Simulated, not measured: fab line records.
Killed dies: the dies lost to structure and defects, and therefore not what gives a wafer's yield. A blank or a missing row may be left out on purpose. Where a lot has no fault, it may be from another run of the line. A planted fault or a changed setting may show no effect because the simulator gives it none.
Struck lot and sound lot, side by side / flow berkeley cmos170 / 15 out of 331 route steps
Sound: these wafers, L207.1, L207.3, L207.6. Struck: wafer L216.5 (L216.1, L216.6, from the same lot, were not struck and are left out); the cause is given at the end.
Per side, at each step with rows, come the tool, then ch with its chambers, and then its first start. Under that, the readings that differ: sound wafers / struck wafers / difference of the means / sigmas: that difference in standard deviations of wafers without a fault.
alike: readings whose means differ by less than 2 such deviations, and words and numbers that are the same on both sides. not compared: withheld readings, readings that some wafer has no value for, bounds like >300 that may hide the same value, and numbers for which the record gives no deviation and whose values overlap.
A row with sigmas, a row that says differs or no value, or rows on one side alone: a step with any of these is where the two part. When numbers do not overlap yet have no deviation, they are printed without sigmas and do not part them. Lack of a reading on every wafer of one side parts them only where that side has two or more wafers.

first, 1 step without rows for these wafers: UCB170_CONTACT_SOFTBAKE_05 (time 60 s).
UCB170_CONTACT_STRIP_06: strips in O2.
  sound on plasma asher-02 ch 0,1, day 7 02:59; struck on plasma asher-03 ch 0, day 8 19:21
reading=strip time to endpoint s (s); sound=21.99 22.04 21.99; struck=21.87; difference=-0.14; sigmas=-2
  alike: drypump motor current A, oes product au
  not compared: rf hours counter h
then, 1 step without rows for these wafers: UCB170_CONTACT_CLEAN_07 (cleans in SPM, time 600 s).
UCB170_CONTACT_RTA_08: time 10 s.
  sound on rtp anneal-01 ch 0, day 7 03:23; struck on rtp anneal-01 ch 0, day 8 19:38
  alike: anneal temp c max, lamp power pct, wafer_temp_C_max
then, 6 steps without rows for these wafers: UCB170_CONTACT_COAT_09; UCB170_CONTACT_COAT_10 (resist thk 900 nm); UCB170_CONTACT_SOFTBAKE_11 (time 60 s); UCB170_CONTACT_EXPOSE_12 (exposes mask CONT, target cd 700 nm); UCB170_CONTACT_PEB_13; UCB170_CONTACT_DEVELOP_14 (develop time 45 s).
UCB170_CONTACT_CD_MEAS_15: target cd 700 nm.
  sound: cd sem-01 at day 7 04:25; struck: cd sem-02 at day 8 20:40
  alike: cd nm
UCB170_CONTACT_OVL_MEAS_16:
  sound: overlay-01 at day 7 04:32; struck: overlay-01 at day 8 20:47
  alike: CONTACT_OVL
UCB170_CONTACT_ETCH_17: etches BARC in N2/H2.
  sound on rie diel-01 ch 1,2,3, day 7 04:34; struck on rie diel-01 ch 0, day 8 20:49
reading=oes product au (a.u.); sound=1.019 1.027 1.010; struck=1.091; difference=+0.072; sigmas=+4
reading=throttle valve pct (%); sound=13.33 13.03 13.00; struck=13.52; difference=+0.40; sigmas=+2
  alike: drypump motor current A, n2 flow sccm
UCB170_CONTACT_ETCH_18: etches PSG in CHF3/CF4/Ar, stops on TiSi2, target depth 840 nm, time 195 s.
  sound: rie diel-01 ch 1,2,3; struck: rie diel-01 ch 0
  alike: drypump motor current A, oes product au, throttle valve pct
  not compared: rf hours counter h
UCB170_M3_PROBE_99:
  rows exist in the record for the struck wafers here (prober-02, day 9 18:02), but not for the sound ones

## WHERE THEY PART
First at UCB170_CONTACT_STRIP_06; last, within this record, at UCB170_M3_PROBE_99.

WHY: whatever the simulator had introduced
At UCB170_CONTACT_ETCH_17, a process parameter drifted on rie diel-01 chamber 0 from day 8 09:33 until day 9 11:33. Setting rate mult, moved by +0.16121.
